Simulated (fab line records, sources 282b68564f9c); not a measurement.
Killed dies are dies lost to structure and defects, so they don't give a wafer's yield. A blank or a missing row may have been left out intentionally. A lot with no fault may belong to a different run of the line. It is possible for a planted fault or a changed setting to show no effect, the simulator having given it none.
The tool behind it: which one? -- flow rit_cmos -- 14 lots, 42 wafers sampled, at 4 steps of a route of 202

WHAT EACH GAUGE READ, for each wafer
RIT_ACTIVE_BOW_MEAS_00. Usual: INCOMING_BOW gives 0 um (standard deviation 6.7).
lot,measured,on,INCOMING_BOW (um),flag
L945,day 1 10:01,film_metro-03,-2 4 -11,
L947,day 1 20:00,film_metro-02,13 -3 -3,
L948,day 2 01:01,film_metro-03,12 8 1,
L949,day 2 06:00,film_metro-04,-1 6 -11,
L951,day 2 16:01,film_metro-04,-1 -11 0,
L952,day 2 21:00,film_metro-04,16 2 -5,
L953,day 3 02:04,film_metro-02,-4 3 -2,
L954,day 3 07:00,film_metro-03,-1 11 -9,
L961,day 4 18:01,film_metro-04,-7 -3 4,
L962,day 4 23:00,film_metro-03,-3 -5 6,
L963,day 5 04:02,film_metro-04,-9 -11 0,
L965,day 5 14:00,film_metro-04,-4 -2 -1,
L966,day 5 19:02,film_metro-04,-8 3 0,
L968,day 6 05:00,film_metro-02,-1 -11 10,

RIT_PRETRO_TW_MEAS_10. Usual: PRETRO_TW gives 474 (standard deviation 4.3).
lot,measured,on,PRETRO_TW,flag
L945,day 2 07:40,film_metro-04,473 476 475,
L947,day 2 18:14,film_metro-01,480 478 477,
L948,day 2 23:35,film_metro-01,478 477 477,
L949,day 3 03:42,film_metro-04,467 466 466,
L951,day 3 13:06,film_metro-04,465 468 466,
L952,day 3 18:33,film_metro-01,479 477 477,
L953,day 4 00:08,film_metro-01,475 476 480,
L954,day 4 05:07,film_metro-04,471 472 470,
L961,day 5 16:23,film_metro-01,478 474 479,
L962,day 5 22:18,film_metro-03,530 529 530,OFF
L963,day 6 02:29,film_metro-01,533 535 536,OFF
L965,day 6 12:34,film_metro-01,478 477 479,
L966,day 6 16:58,film_metro-01,480 477 477,
L968,day 7 03:39,film_metro-01,479 480 479,

WHICH TOOL RAN EACH LOT (tool, then ch and the chambers of the sampled wafers, then the start)
lot,RIT_PWELL_STRIP_09,RIT_PRETRO_IMPLANT_08
L945,"plasma_asher-01 ch 0, day 1 22:43","implanter-01 ch 0, day 2 07:21"
L947,"plasma_asher-03 ch 0,1, day 2 09:16","implanter-03 ch 0, day 2 17:55"
L948,"plasma_asher-01 ch 0,1, day 2 14:38","implanter-03 ch 0, day 2 23:17"
L949,"plasma_asher-03 ch 0,1, day 2 18:51","implanter-02 ch 0, day 3 03:23"
L951,"plasma_asher-02 ch 0,1, day 3 04:22","implanter-03 ch 0, day 3 12:47"
L952,"plasma_asher-01 ch 0, day 3 09:50","implanter-03 ch 0, day 3 18:13"
L953,"plasma_asher-01 ch 0,1, day 3 15:27","implanter-02 ch 0, day 3 23:51"
L954,"plasma_asher-03 ch 0,1, day 3 20:21","implanter-01 ch 0, day 4 04:47"
L961,"plasma_asher-03 ch 0,1, day 5 07:01","implanter-03 ch 0, day 5 16:05"
L962,"plasma_asher-03 ch 0,1, day 5 13:21","implanter-01 ch 0, day 5 21:58"
L963,"plasma_asher-03 ch 0,1, day 5 17:28","implanter-01 ch 0, day 6 02:11"
L965,"plasma_asher-03 ch 0,1, day 6 03:28","implanter-02 ch 0, day 6 12:14"
L966,"plasma_asher-03 ch 0,1, day 6 08:15","implanter-02 ch 0, day 6 16:40"
L968,"plasma_asher-03 ch 0,1, day 6 18:56","implanter-03 ch 0, day 7 03:20"
- RIT_PWELL_STRIP_09: strips in O2, time 180 s.
- RIT_PRETRO_IMPLANT_08

AS READ BY THE TOOLS THEMSELVES (means over the sampled wafers that have a number; for cases with no such wafer, the mark the record gives instead)
RIT_PWELL_STRIP_09. Usual: drypump_motor_current_A reads 5.5 A (standard deviation 0.51).
lot,tool,drypump_motor_current_A (A),flag
L945,plasma_asher-01,5.2,
L947,plasma_asher-03,5.3,
L948,plasma_asher-01,5.7,
L949,plasma_asher-03,5.3,
L951,plasma_asher-02,5.8,
L952,plasma_asher-01,5.2,
L953,plasma_asher-01,5.7,
L954,plasma_asher-03,5.3,
L961,plasma_asher-03,5.7,
L962,plasma_asher-03,5.3,
L963,plasma_asher-03,5.7,
L965,plasma_asher-03,5.3,
L966,plasma_asher-03,5.7,
L968,plasma_asher-03,5.3,

RIT_PRETRO_IMPLANT_08. Usual: beam_on_s 10.01 s, standard deviation 0.18; dose_ions_cm2 1.2002e+13, standard deviation 1.3e+10; faraday_current_uA 38.0, standard deviation 0.69.
lot,tool,beam_on_s (s),dose_ions_cm2,faraday_current_uA,flag
L945,implanter-01,10.11,1.2005e+13,37.7,
L947,implanter-03,9.92,1.1999e+13,38.3,
L948,implanter-03,10.04,1.2010e+13,38.0,
L949,implanter-02,10.07,1.2006e+13,37.7,
L951,implanter-03,10.01,1.1988e+13,38.1,
L952,implanter-03,9.96,1.2014e+13,38.1,
L953,implanter-02,10.09,1.1995e+13,37.7,
L954,implanter-01,9.94,1.1992e+13,38.3,
L961,implanter-03,9.97,1.2011e+13,38.2,
L962,implanter-01,9.98,1.7053e+13,54.3,OFF
L963,implanter-01,10.06,1.7047e+13,53.8,OFF
L965,implanter-02,10.16,1.1991e+13,37.5,
L966,implanter-02,10.11,1.1999e+13,37.7,
L968,implanter-03,10.16,1.2016e+13,37.5,

THE ANSWER, worked out from the rows above alone
Rule: take the mean of a lot's wafers that have a number; if it is more than 3 standard deviations from the usual mean, the lot is off. Also off: a lot with no number at a reading for which 4 or more lots have one. The other lots that the step has rows for count as sound. First the gauges in route order, then the tools' own readings, where a lot's mean is used as printed above. The first step at which some lot is off is used, and at that step the reading that is off furthest; a lot without a number counts as furthest.
Off: at RIT_PRETRO_TW_MEAS_10 (PRETRO_TW), L962, L963.
If a tool, at a process step before that reading, ran all the lots that are off and no sound lot after the first of them, it fits. Not tried: the gauges at RIT_PRETRO_TW_MEAS_10; whatever is off there is also off at RIT_PRETRO_IMPLANT_08, on other tools, and gauge error can't account for it. One fits: implanter-01 at RIT_PRETRO_IMPLANT_08. Its last sound lot is L954 (day 4 04:47), its first lot that is off L962 (day 5 21:58): a fault that began between those two fits.
The tool's own readings at RIT_PRETRO_IMPLANT_08 bear it out: on the lots that are off they differ by more than 5 times the standard deviation of the sound lots' means. dose_ions_cm2 reads 1.7050e+13 there against 1.2002e+13 on the sound lots; faraday_current_uA reads 54.0 there against 37.9 on the sound lots.

WHAT THE SIMULATOR PUT IN
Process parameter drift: implanter-01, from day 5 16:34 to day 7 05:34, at RIT_PRETRO_IMPLANT_08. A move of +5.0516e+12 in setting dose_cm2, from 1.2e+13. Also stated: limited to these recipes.
Lots struck among those shown: L962, L963. Same finding as the rule above.
